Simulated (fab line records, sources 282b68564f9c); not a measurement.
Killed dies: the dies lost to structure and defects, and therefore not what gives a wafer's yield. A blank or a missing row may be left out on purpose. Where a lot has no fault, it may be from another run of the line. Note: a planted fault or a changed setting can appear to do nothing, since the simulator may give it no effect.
fab line records	flow rit-cmos
record: lots: 14	wafers: 42	last-day: 6
route steps=202 shown M1@192
lots untouched by any fault: they come from a run of this same line in which no faults occurred
start-h: the number of hours between the record's first day and the start of the first shown wafer of the lot	wait-h: how many hours have passed since the lot's step before this one	" repeats the value in the row above	L1.1+2: several wafers, shown together as one row	- no value present, or no start provided	* or withheld: withheld	< > ~ a bound
route shown NAME@n: names a module that has steps shown in the file, with the first one's number in the route	usual: mean/standard deviation of fault-free wafers	same: alike in all rows	chamber/n: place in a boat	sites: the reading at each site	_std_site: the values' standard deviation	_edge_site: mean of outer sites minus mean of inner sites	radius-mm: for every site, how far away it sits from the centre of the wafer	mask NAME#n: copy n	behind: the most recent tool/chamber to have shaped the wafer	hold: why the lot was held/for how many hours/how that ended	device: the n, p or np transistor that did not switch	end of line: the route-end tests of the same wafers	for a step that has no rows: nothing shown but its recipe	killed: the dies lost at the first sort to structure and to defects; this is not the yield of the wafer	map: dies across one wafer; x = killed, . = not, _ = none there
set.NAME: the setting the step ran with; set.NAME@STEP: the setting that earlier step ran with	model.NAME: the simulator's own value behind a step, which no gauge read
one table for each step of the route and one row for each wafer, over a sample of lots
== steps ==
step: RIT_M1_DEVELOP_08
recipe: resist: NOVOLAK	develop-time-s: 68	dev-temp-c: 23
usual: chill-plate-temp-C: 22.99/0.11	developer-temp-C: 22.97/0.099
lot.wafer	tool	chamber	start-h	wait-h	chill-plate-temp-C	developer-temp-C
L911.2	litho-track-04	0	57	-	23.15	22.94
L911.3	"	0	"	"	23.14	23.00
L911.5	"	0	"	"	23.11	23.02
L913.2	litho-track-03	0	69	-	23.03	22.80
L913.5	"	0	"	"	23.01	22.85
L913.6	"	0	"	"	22.88	22.82
L914.1	litho-track-03	0	70	-	23.16	23.21
L914.4	"	0	"	"	23.13	23.01
L914.5	"	0	"	"	23.08	23.02
L915.1	litho-track-03	0	83	-	22.99	22.86
L915.2	"	0	"	"	22.91	22.79
L915.5	"	0	"	"	23.02	22.77
L916.3	litho-track-04	0	83	-	23.00	23.04
L916.5	"	0	"	"	23.04	23.06
L916.6	"	0	"	"	23.00	23.12
L917.2	litho-track-03	0	85	-	23.01	22.95
L917.4	"	0	"	"	22.97	22.93
L917.6	"	0	"	"	22.99	23.14
L918.1	litho-track-03	0	89	-	22.88	23.15
L918.3	"	0	"	"	22.93	22.99
L918.6	"	0	"	"	23.08	23.12
L919.2	litho-track-04	0	96	-	22.79	22.97
L919.3	"	0	"	"	23.10	22.96
L919.4	"	0	"	"	22.94	23.02
L921.1	litho-track-02	0	105	-	23.07	23.00
L921.3	"	0	"	"	22.86	22.94
L921.4	"	0	"	"	23.01	23.02
L922.1	litho-track-03	0	109	-	22.84	23.00
L922.4	"	0	"	"	22.98	22.97
L922.5	"	0	"	"	23.00	23.04
L923.1	litho-track-04	0	116	-	22.83	22.76
L923.3	"	0	"	"	22.74	22.93
L923.6	"	0	"	"	22.88	22.99
L925.1	litho-track-04	0	125	-	23.13	22.39
L925.3	"	0	"	"	23.20	22.20
L925.4	"	0	"	"	23.04	22.31
L926.2	litho-track-04	0	132	-	22.91	22.28
L926.3	"	0	"	"	22.74	22.36
L926.4	"	0	"	"	22.84	22.26
L930.2	litho-track-03	0	151	-	22.90	22.96
L930.3	"	0	"	"	23.04	22.89
L930.6	"	0	"	"	22.99	22.85
step: RIT_M1_PROBE_99
usual: defect-limited-yield: 97.4/1.2	killed_at_M0_to_M3: 0.0/0.12	killed-at-contacts: 0.0/0.22	killed-at-front-end: 7/3.1	killed-dies: 7/3.1	killed-open: 3.5/2.2	killed-short: 3.3/1.9	sort_bin_3_pad_short: 0.1/0.21	sort_bin_5_function: 1.4/0.81	sort_bin_6_memory: 1.0/0.65	sort-n-pass: 257/3.1	sort-yield-pct: 97.4/1.2
same: gross-dies: 264	killed_at_M4_up: 0	killed-at-back-side: 0	killed-at-other: 0
lot.wafer	tool	chamber	start-h	wait-h	defect-limited-yield[%]	killed_at_M0_to_M3	killed-at-contacts	killed-at-front-end	killed-dies	killed-open	killed-short	sort_bin_3_pad_short[%]	sort_bin_5_function[%]	sort_bin_6_memory[%]	sort-n-pass	sort-yield-pct[%]
L911.2	prober-02	-	60.38	0.1	96.6	0	0	9	9	3	6	0.4	1.9	1.1	255	96.6
L911.3	prober-02	-	60.43	0.2	98.1	0	0	5	5	4	1	0	1.5	0.4	259	98.1
L911.5	prober-02	-	60.53	0.2	97.3	0	0	7	7	4	3	0	1.1	1.5	257	97.3
L913.2	prober-02	-	72.49	0.1	97.3	0	0	7	7	2	5	0	2.3	0.4	257	97.3
L913.5	prober-02	-	72.64	0.2	96.6	0	0	9	9	3	6	0	1.5	1.9	255	96.6
L913.6	prober-02	-	72.69	0.2	96.6	0	0	9	9	2	7	0.4	1.5	1.5	255	96.6
L914.1	prober-01	-	73.02	0.1	97.7	0	0	6	6	3	3	0.4	1.1	0.8	258	97.7
L914.4	prober-01	-	73.17	0.2	98.1	0	0	5	5	2	3	0.4	0.8	0.8	259	98.1
L914.5	prober-01	-	73.22	0.2	98.1	0	0	5	5	4	1	0	1.1	0.8	259	98.1
L915.1	prober-01	-	86.27	0.1	99.6	0	0	1	1	1	0	0	0.4	0	263	99.6
L915.2	prober-01	-	86.32	0.1	99.2	0	0	2	2	1	1	0	0.4	0.4	262	99.2
L915.5	prober-01	-	86.47	0.2	97.7	0	0	6	6	3	3	0	0.4	1.9	258	97.7
L916.3	prober-01	-	86.67	0.2	97.3	0	0	7	7	3	4	0	1.5	1.1	257	97.3
L916.5	prober-01	-	86.77	0.3	97.0	0	0	8	8	4	4	0	2.3	0.8	256	97.0
L916.6	prober-01	-	86.82	0.3	98.5	0	0	4	4	1	3	0	0.8	0.8	260	98.5
L917.2	prober-01	-	88.68	0.1	95.1	0	0	13	13	11	2	0.4	3.0	1.5	251	95.1
L917.4	prober-01	-	88.78	0.2	98.9	0	0	3	3	3	0	0	0.8	0.4	261	98.9
L917.6	prober-01	-	88.88	0.2	96.2	0	0	10	10	4	6	0	2.7	1.1	254	96.2
L918.1	prober-02	-	93.58	0.1	97.0	0	0	8	8	2	6	0	1.5	1.5	256	97.0
L918.3	prober-02	-	93.68	0.2	98.5	0	0	4	4	1	3	0.8	0.4	0.4	260	98.5
L918.6	prober-02	-	93.83	0.2	98.1	0	0	5	5	1	4	0.4	0	1.5	259	98.1
L919.2	prober-01	-	99.13	0.1	98.5	0	0	4	4	2	2	0	1.5	0	260	98.5
L919.3	prober-01	-	99.18	0.2	97.0	0	0	8	8	5	3	0	2.3	0.8	256	97.0
L919.4	prober-01	-	99.23	0.2	97.0	0	0	8	8	4	4	0	1.1	1.9	256	97.0
L921.1	prober-01	-	108.51	0.1	97.7	0	0	6	6	5	1	0	1.1	1.1	258	97.7
L921.3	prober-01	-	108.61	0.2	98.5	0	0	4	4	2	2	0	0.8	0.8	260	98.5
L921.4	prober-01	-	108.66	0.2	96.2	0	0	10	10	6	4	0	1.5	2.3	254	96.2
L922.1	prober-02	-	113.83	0.1	96.6	0	0	9	9	7	2	0	1.5	1.9	255	96.6
L922.4	prober-02	-	113.98	0.2	97.3	0	0	7	7	5	2	0.4	1.1	1.1	257	97.3
L922.5	prober-02	-	114.03	0.2	95.8	0	1	10	11	7	4	0	2.3	1.9	253	95.8
L923.1	prober-01	-	119.40	0.1	97.3	0	0	7	7	4	3	0	1.1	1.5	257	97.3
L923.3	prober-01	-	119.50	0.2	97.3	0	0	7	7	3	4	0.4	0.8	1.5	257	97.3
L923.6	prober-01	-	119.65	0.2	97.3	0	0	7	7	2	5	0	1.9	0.8	257	97.3
L925.1	prober-01	-	128.67	0.1	96.6	0	0	9	9	2	7	0.4	1.1	1.9	255	96.6
L925.3	prober-01	-	128.77	0.2	98.5	0	0	4	4	1	3	0	1.1	0.4	260	98.5
L925.4	prober-01	-	128.82	0.2	97.7	0	0	6	6	2	4	0	1.5	0.8	258	97.7
L926.2	prober-02	-	135.18	0.1	97.0	0	0	8	8	2	6	0.4	1.1	1.5	256	97.0
L926.3	prober-02	-	135.23	0.2	95.8	1	0	10	11	4	7	0	2.7	1.5	253	95.8
L926.4	prober-02	-	135.28	0.2	96.2	0	0	10	10	6	4	0	2.3	1.5	254	96.2
L930.2	prober-02	-	154.61	0.1	98.1	0	0	5	5	2	3	0	1.1	0.8	259	98.1
L930.3	prober-02	-	154.66	0.2	98.1	0	0	5	5	1	4	0	1.1	0.8	259	98.1
L930.6	prober-02	-	154.81	0.2	98.1	0	0	5	5	1	4	0.4	1.1	0.4	259	98.1
killed by level:class
L911.2 GATE:geometric-particle:short=2 GATE:geometric-particle:open=2 SILICIDE:geometric-particle:short=2 FOX2:geometric-particle:short=1 REOX:geometric-particle:short=1 SILICIDE:geometric-particle:open=1
L911.3 SILICIDE:geometric-particle:open=3 GATE:geometric-particle:open=1 SILICIDE:geometric-particle:short=1
L911.5 GATE:geometric-particle:open=3 GATE:geometric-particle:short=2 SILICIDE:geometric-particle:open=1 SILICIDE:geometric-particle:short=1
L913.2 SILICIDE:geometric-particle:short=3 FOX1:geometric-particle:short=1 GATE:geometric-particle:short=1 REOX:geometric-particle:open=1 SPACER:geometric-particle:open=1
L913.5 FOX1:geometric-particle:open=2 FOX1:geometric-particle:short=2 GATE:geometric-particle:short=2 ACTIVE:geometric-particle:short=1 GATE:geometric-particle:open=1 REOX:geometric-particle:short=1
L913.6 SILICIDE:geometric-particle:short=3 FOX1:geometric-particle:short=2 FOX1:geometric-particle:open=1 GATE:geometric-particle:open=1 GATE:geometric-particle:short=1 REOX:geometric-particle:short=1
L914.1 FOX1:geometric-particle:open=2 FOX1:geometric-particle:short=1 GATE:geometric-particle:short=1 GATE:geometric-particle:open=1 REOX:geometric-particle:short=1
L914.4 FOX1:geometric-particle:short=1 REOX:geometric-particle:open=1 SPACER:geometric-particle:short=1 SPACER:geometric-particle:open=1 SILICIDE:geometric-particle:short=1
L914.5 GATE:geometric-particle:open=2 FOX1:geometric-particle:open=1 GATE:geometric-particle:short=1 SPACER:geometric-particle:open=1
L915.1 GATE:geometric-particle:open=1
L915.2 GATE:geometric-particle:short=1 REOX:geometric-particle:open=1
L915.5 GATE:geometric-particle:short=2 FOX2:geometric-particle:short=1 FOX2:geometric-particle:open=1 GATE:geometric-particle:open=1 SILICIDE:geometric-particle:open=1
L916.3 GATE:geometric-particle:open=2 FOX1:geometric-particle:short=1 FOX2:geometric-particle:short=1 FOX2:geometric-particle:open=1 GATE:geometric-particle:short=1 SILICIDE:geometric-particle:short=1
L916.5 REOX:geometric-particle:short=2 SILICIDE:geometric-particle:open=2 GATE:geometric-particle:open=1 GATE:geometric-particle:short=1 SPACER:geometric-particle:open=1 SPACER:geometric-particle:short=1
L916.6 SPACER:geometric-particle:short=3 REOX:geometric-particle:open=1
L917.2 GATE:geometric-particle:open=6 FOX2:geometric-particle:open=2 SILICIDE:geometric-particle:short=2 FOX1:geometric-particle:open=1 REOX:geometric-particle:open=1 SILICIDE:geometric-particle:open=1
L917.4 ACTIVE:geometric-particle:open=1 GATE:geometric-particle:open=1 SILICIDE:geometric-particle:open=1
L917.6 GATE:geometric-particle:short=4 FOX2:geometric-particle:open=2 GATE:geometric-particle:open=2 FOX1:geometric-particle:short=1 SPACER:geometric-particle:short=1
L918.1 FOX1:geometric-particle:short=3 REOX:geometric-particle:open=2 REOX:geometric-particle:short=2 GATE:geometric-particle:short=1
L918.3 GATE:geometric-particle:short=2 SPACER:geometric-particle:open=1 SILICIDE:geometric-particle:short=1
L918.6 GATE:geometric-particle:short=2 REOX:geometric-particle:short=2 REOX:geometric-particle:open=1
L919.2 SILICIDE:geometric-particle:open=2 FOX1:geometric-particle:short=1 FOX2:geometric-particle:short=1
L919.3 SPACER:geometric-particle:open=2 SILICIDE:geometric-particle:short=2 FOX1:geometric-particle:open=1 REOX:geometric-particle:open=1 SPACER:geometric-particle:short=1 SILICIDE:geometric-particle:open=1
L919.4 GATE:geometric-particle:open=2 GATE:geometric-particle:short=2 ACTIVE:geometric-particle:open=1 REOX:geometric-particle:short=1 REOX:geometric-particle:open=1 SILICIDE:geometric-particle:short=1
L921.1 FOX1:geometric-particle:open=1 FOX2:geometric-particle:open=1 GATE:geometric-particle:short=1 GATE:geometric-particle:open=1 REOX:geometric-particle:open=1 SILICIDE:geometric-particle:open=1
L921.3 FOX1:geometric-particle:open=1 GATE:geometric-particle:open=1 GATE:geometric-particle:short=1 REOX:geometric-particle:short=1
L921.4 GATE:geometric-particle:open=4 GATE:geometric-particle:short=2 FOX1:geometric-particle:short=1 REOX:geometric-particle:open=1 SPACER:geometric-particle:open=1 SPACER:geometric-particle:short=1
L922.1 GATE:geometric-particle:open=6 FOX1:geometric-particle:short=1 GATE:geometric-particle:short=1 SILICIDE:geometric-particle:open=1
L922.4 GATE:geometric-particle:open=3 FOX1:geometric-particle:short=1 FOX2:geometric-particle:open=1 GATE:geometric-particle:short=1 SPACER:geometric-particle:open=1
L922.5 GATE:geometric-particle:open=3 GATE:geometric-particle:short=2 SILICIDE:geometric-particle:short=2 FOX2:geometric-particle:open=1 REOX:geometric-particle:open=1 SILICIDE:geometric-particle:open=1 CONTACT:geometric-particle:open=1
L923.1 FOX1:geometric-particle:open=3 ACTIVE:geometric-particle:short=1 FOX2:geometric-particle:short=1 SPACER:geometric-particle:open=1 SILICIDE:geometric-particle:short=1
L923.3 FOX1:geometric-particle:short=2 GATE:geometric-particle:short=2 FOX1:geometric-particle:open=1 REOX:geometric-particle:open=1 SILICIDE:geometric-particle:open=1
L923.6 FOX1:geometric-particle:open=1 FOX1:geometric-particle:short=1 FOX2:geometric-particle:short=1 REOX:geometric-particle:short=1 SPACER:geometric-particle:open=1 SPACER:geometric-particle:short=1 SILICIDE:geometric-particle:short=1
L925.1 SPACER:geometric-particle:short=4 GATE:geometric-particle:short=2 FOX1:geometric-particle:open=1 REOX:geometric-particle:open=1 SILICIDE:geometric-particle:short=1
L925.3 FOX1:geometric-particle:short=1 GATE:geometric-particle:open=1 GATE:geometric-particle:short=1 SILICIDE:geometric-particle:short=1
L925.4 FOX1:geometric-particle:short=2 GATE:geometric-particle:short=2 SPACER:geometric-particle:open=1 SILICIDE:geometric-particle:open=1
L926.2 GATE:geometric-particle:short=2 FOX1:geometric-particle:open=1 FOX1:geometric-particle:short=1 GATE:geometric-particle:open=1 REOX:geometric-particle:short=1 SPACER:geometric-particle:short=1 SILICIDE:geometric-particle:short=1
L926.3 GATE:geometric-particle:short=4 GATE:geometric-particle:open=2 FOX1:geometric-particle:short=1 FOX1:geometric-particle:open=1 FOX2:geometric-particle:short=1 SPACER:geometric-particle:open=1 M1:geometric-particle:short=1
L926.4 GATE:geometric-particle:short=2 GATE:geometric-particle:open=2 REOX:geometric-particle:open=2 FOX1:geometric-particle:open=1 FOX1:geometric-particle:short=1 SPACER:geometric-particle:short=1 SPACER:geometric-particle:open=1
L930.2 SILICIDE:geometric-particle:short=2 REOX:geometric-particle:open=1 SPACER:geometric-particle:short=1 SILICIDE:geometric-particle:open=1
L930.3 FOX2:geometric-particle:short=1 GATE:geometric-particle:open=1 GATE:geometric-particle:short=1 SPACER:geometric-particle:short=1 SILICIDE:geometric-particle:short=1
L930.6 GATE:geometric-particle:short=2 SPACER:geometric-particle:short=2 SILICIDE:geometric-particle:open=1
== key ==
first-sign: step: RIT_M1_DEVELOP_08	reading: developer-temp-C	direction: down	sigmas: 6.8	usual: *	struck: *
effect none on later readings
met-at RIT_M1_DEVELOP_08
struck-lots L925,L926
onset-between 116 125
fault: kind: process-parameter-drift	tool: litho-track-04	chamber: -	onset-h: 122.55	steps: RIT_M1_DEVELOP_08	channel: dev-temp-c	offset: *	shape: step	end-h: 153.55	acts-in: *	stated: *
